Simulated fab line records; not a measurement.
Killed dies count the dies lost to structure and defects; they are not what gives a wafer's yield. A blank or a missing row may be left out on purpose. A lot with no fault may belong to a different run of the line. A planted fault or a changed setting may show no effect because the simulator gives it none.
A struck lot beside a sound one | flow rit-cmos | 20 steps out of a route of 202
Sound: these wafers, L760.1, L760.2, L760.5. The struck wafers were L770.1, L770.2, L770.6. The cause comes at the end.
For every step that has rows: the tool of each side, followed by ch and its chambers, followed by its first start. Under that, the readings that differ: sound wafers | struck wafers | difference of the means | sigmas: that difference in standard deviations of wafers without a fault.
alike: readings whose means differ by less than 2 such deviations, and words and numbers that are the same on both sides. not compared: withheld readings, readings that some wafer has no value for, bounds like >300 that may hide the same value, and numbers for which the record gives no deviation and whose values overlap.
A row with sigmas, a row that says differs or no value, or rows on one side alone: a step with any of these is where the two part. Non-overlapping numbers with no deviation appear without sigmas and do not part them. A reading missing from all wafers of one side parts the sides only when that side holds two or more wafers.

first, 2 steps without rows for these wafers: RIT_NWELL_HARDBAKE_07 (time 120 s); RIT_NWELL_IMPLANT_08.
RIT_NWELL_STRIP_09: strips in O2, time 180 s.
  sound on plasma-asher-01 ch 0,1, day 2 03:47; struck on plasma-asher-01 ch 0,1, day 4 07:11
  alike: drypump-motor-current-A
  not compared: rf-hours-counter-h
RIT_NWELL_TW_MEAS_10:
  sound on film-metro-03, day 2 03:57; struck on film-metro-04, day 4 07:21
  alike: NWELL_TW
then, 2 steps without rows for these wafers: RIT_PWELL_HMDS_00 (prime time 60 s); RIT_PWELL_COAT_01 (resist thk 1300 nm).
RIT_PWELL_SOFTBAKE_02: time 62.36 s.
  sound on litho-track-01 ch 0, day 2 04:19; struck on litho-track-03 ch 0, day 4 07:43
  alike: plate-sensor-t-centre-C, plate-sensor-t-edge-C
then, 3 steps without rows for these wafers: RIT_PWELL_EXPOSE_03 (exposes mask M3, target cd 43700 nm); RIT_PWELL_PEB_04; RIT_PWELL_DEVELOP_05 (develop time 68 s).
RIT_PWELL_OVL_MEAS_06:
  sound on overlay-02, day 2 05:01; struck on overlay-02, day 4 08:25
  alike: PWELL_OVL
then, 1 step without rows for these wafers: RIT_PWELL_HARDBAKE_07 (time 120 s).
RIT_PWELL_IMPLANT_08:
  sound on implanter-04 ch 0, day 2 05:18; struck on implanter-04 ch 0, day 4 08:43
  reading            | sound                         | struck                        | difference | sigmas
  dose-ions-cm2      | 7.013e+13 7.004e+13 7.009e+13 | 8.863e+13 8.873e+13 8.871e+13 | +1.860e+13 | +99 or more
  faraday-current-uA | 219 216 223                   | 280 275 282                   | +60        | +15
  alike: beam-energy-keV
RIT_PWELL_STRIP_09: strips in O2, time 180 s.
  sound on plasma-asher-02 ch 0,1, day 2 05:27; struck on plasma-asher-04 ch 0,1, day 4 08:52
  reading                     | sound          | struck         | difference | sigmas
  drypump-motor-current-A (A) | 6.15 5.86 6.15 | 5.46 5.57 5.57 | -0.52      | -2
  not compared: rf-hours-counter-h
RIT_PWELL_TW_MEAS_10:
  sound on film-metro-04, day 2 05:38; struck on film-metro-03, day 4 09:02
  reading  | sound       | struck         | difference | sigmas
  PWELL_TW | 961 964 954 | 1030 1025 1036 | +71        | +8
then, 1 step without rows for these wafers: RIT_WELLDRIVE_ANNEAL_00 (time 14700 s).
RIT_WELLDRIVE_RS_MEAS_01: measures by four-point-probe.
  sound on film-metro-04, day 2 12:02; struck on film-metro-02, day 4 14:54
  alike: NWELL_RS
RIT_WELLDRIVE_RS_MEAS_02: measures by four-point-probe.
  sound on film-metro-04, day 2 12:10; struck on film-metro-02, day 4 15:01
  reading           | sound             | struck            | difference | sigmas
  PWELL_RS (ohm/sq) | 430.6 431.5 430.6 | 371.1 370.1 370.6 | -60.3      | -46
then, 1 step without rows for these wafers: RIT_NRETRO_HMDS_00 (prime time 60 s).
RIT_M1_PROBE_99:
  sound on prober-01, day 3 18:27; struck on prober-01, day 5 22:09
  reading                             | sound             | struck            | difference | sigmas
  model.etest.nmos_0p3.r-on-ohm-um    | 2097 2144 2135    | 2339 2325 2390    | +226       |
  model.etest.nmos_0p15.r-on-ohm-um   | 1079 1103 1089    | 1203 1157 1234    | +108       |
  model.etest.pwell-pinched.rs-ohm-sq | 464.4 454.8 460.4 | 396.6 391 397.2   | -64.9      |
  model.etest.pwell.rs-ohm-sq         | 418.3 410.1 411.4 | 364.4 361.7 362.6 | -50.4      |
  model.etest.nmos-turned.drive-ua-um | 346 334.2 344.1   | 274.9 282 270.9   | -65.5      |
  model.etest.nmos_0p15.drive-ua-um   | 483.8 474.8 482.1 | 415.1 424.4 409.6 | -63.9      |
  model.etest.nmos_0p3.drive-ua-um    | 231.9 224 225.7   | 194.2 192.6 188.6 | -35.4      |
  model.etest.nmos-narrow.drive-ua-um | 234.9 228 230.2   | 190.5 189.6 185.7 | -42.4      |
  alike: killed_at_M0_to_M3, killed-at-front-end, killed-dies, killed-open, killed-short

WHERE THEY PART
Last at RIT_WELLDRIVE_RS_MEAS_02 as far as this record goes, first at RIT_PWELL_IMPLANT_08. Later steps at which nothing parts them and some readings are alike: RIT_M1_PROBE_99.

WHY: whatever the simulator had introduced
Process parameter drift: implanter-04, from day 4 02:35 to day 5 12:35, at RIT_PWELL_IMPLANT_08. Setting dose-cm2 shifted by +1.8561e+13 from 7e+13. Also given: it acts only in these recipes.
